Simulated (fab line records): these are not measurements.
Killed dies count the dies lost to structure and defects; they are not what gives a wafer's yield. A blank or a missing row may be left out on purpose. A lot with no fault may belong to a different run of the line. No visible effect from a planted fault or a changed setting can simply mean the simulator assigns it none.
Shared-tool check -- flow rit cmos -- Sample size 15 lots and 45 wafers

## THE REASON FOR OPENING IT
RIT_NRETRO_TW_MEAS_10, reading NRETRO_TW: flagged on 3 of 15 lots. No-fault wafers: 1060, standard deviation 6.4.
Rule: a lot gets a flag if all its wafers with a number sit over 4 standard deviations from that mean, or if no wafer of it has a number. As for the other lots, they are considered sound.

lot,measured,on,"NRETRO_TW, wafer by wafer",flag
L698,day 2 07:06,film metro-04,1052 1049 1055,
L700,day 2 20:33,film metro-04,1054 1059 1059,
L701,day 2 23:43,film metro-04,1052 1054 1053,
L703,day 3 10:18,film metro-02,1067 1064 1063,
L704,day 3 18:14,film metro-04,1071 1066 1061,
L705,day 3 22:47,film metro-02,1056 1065 1056,
L706,day 3 23:19,film metro-02,1059 1054 1054,
L709,day 4 16:16,film metro-04,1064 1060 1059,
L710,day 4 19:19,film metro-01,1060 1054 1055,
L712,day 5 07:15,film metro-04,1005 1006 1003,FLAGGED
L713,day 5 12:01,film metro-02,1076 1076 1065,
L715,day 5 19:35,film metro-02,1021 1024 1020,FLAGGED
L716,day 6 01:08,film metro-02,1009 1007 1006,FLAGGED
L717,day 6 07:27,film metro-04,1057 1064 1055,
L718,day 6 12:20,film metro-01,1062 1063 1065,
The mean of the flagged lots' numbers is 1011, -49 from the usual (-8 standard deviations).

## WHICH TOOL EACH LOT WENT THROUGH
The record holds 2 process steps before the reading, out of a route of 202 steps. Cell contents, in order: the tool; ch with the chambers the sampled wafers went through; the start.
lot,flag,RIT_ACTIVE_STRIP_14,RIT_NRETRO_IMPLANT_08
L698,,"plasma asher-02 ch 0,1, day 1 15:52","implanter-03 ch 0, day 2 06:49"
L700,,"plasma asher-02 ch 0,1, day 2 00:54","implanter-03 ch 0, day 2 20:16"
L701,,"plasma asher-02 ch 0,1, day 2 06:39","implanter-03 ch 0, day 2 23:26"
L703,,"plasma asher-02 ch 1, day 2 15:58","implanter-03 ch 0, day 3 09:59"
L704,,"plasma asher-03 ch 0,1, day 2 23:38","implanter-01 ch 0, day 3 17:54"
L705,,"plasma asher-02 ch 0,1, day 3 03:57","implanter-03 ch 0, day 3 22:28"
L706,,"plasma asher-02 ch 0,1, day 3 08:49","implanter-03 ch 0, day 3 23:01"
L709,,"plasma asher-03 ch 0,1, day 3 22:27","implanter-01 ch 0, day 4 15:59"
L710,,"plasma asher-03 ch 0,1, day 4 04:41","implanter-03 ch 0, day 4 19:00"
L712,FLAGGED,"plasma asher-04 ch 0,1, day 4 14:33","implanter-01 ch 0, day 5 06:55"
L713,,"plasma asher-03 ch 0,1, day 4 18:24","implanter-04 ch 0, day 5 11:44"
L715,FLAGGED,"plasma asher-03 ch 0,1, day 5 04:58","implanter-01 ch 0, day 5 19:17"
L716,FLAGGED,"plasma asher-03 ch 0,1, day 5 09:42","implanter-01 ch 0, day 6 00:49"
L717,,"plasma asher-04 ch 0,1, day 5 13:53","implanter-04 ch 0, day 6 07:07"
L718,,"plasma asher-04 ch 0,1, day 5 20:04","implanter-03 ch 0, day 6 12:01"
These steps, and what they do:
- RIT_ACTIVE_STRIP_14: strips in O2, time 180 s.
- RIT_NRETRO_IMPLANT_08
- RIT_NRETRO_TW_MEAS_10

## FLAGGED OVER TOTAL, TOOL BY TOOL (the gauges that took the reading come last)
step,tool,lots run,flagged,share of the flagged lots,sound lots run after its first flagged lot
RIT_ACTIVE_STRIP_14,plasma asher-02,6,0,none,-
RIT_ACTIVE_STRIP_14,plasma asher-03,6,2,some,0
RIT_ACTIVE_STRIP_14,plasma asher-04,3,1,some,"2 (L717,L718)"
RIT_NRETRO_IMPLANT_08,implanter-01,5,3,all,0
RIT_NRETRO_IMPLANT_08,implanter-03,8,0,none,-
RIT_NRETRO_IMPLANT_08,implanter-04,2,0,none,-
RIT_NRETRO_TW_MEAS_10,film metro-01,2,0,none,-
RIT_NRETRO_TW_MEAS_10,film metro-02,6,2,some,0
RIT_NRETRO_TW_MEAS_10,film metro-04,7,1,some,1 (L717)

## WHAT THE TABLE PERMITS
In the table, 1 row covers all flagged lots: implanter-01 at RIT_NRETRO_IMPLANT_08.
- implanter-01 at RIT_NRETRO_IMPLANT_08 ran 5 lots, 3 of them flagged. It ran its last sound lot, L709, at day 4 15:59 and its first flagged lot, L712, at day 5 06:55: a fault with its onset between the two fits.
One tool is left: implanter-01 at RIT_NRETRO_IMPLANT_08.

## WHAT HAD BEEN PUT IN BY THE SIMULATOR
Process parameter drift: implanter-01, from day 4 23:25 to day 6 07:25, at RIT_NRETRO_IMPLANT_08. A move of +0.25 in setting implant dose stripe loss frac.
Struck lots among those shown: L712, L715, L716. The same result came from the rule above.
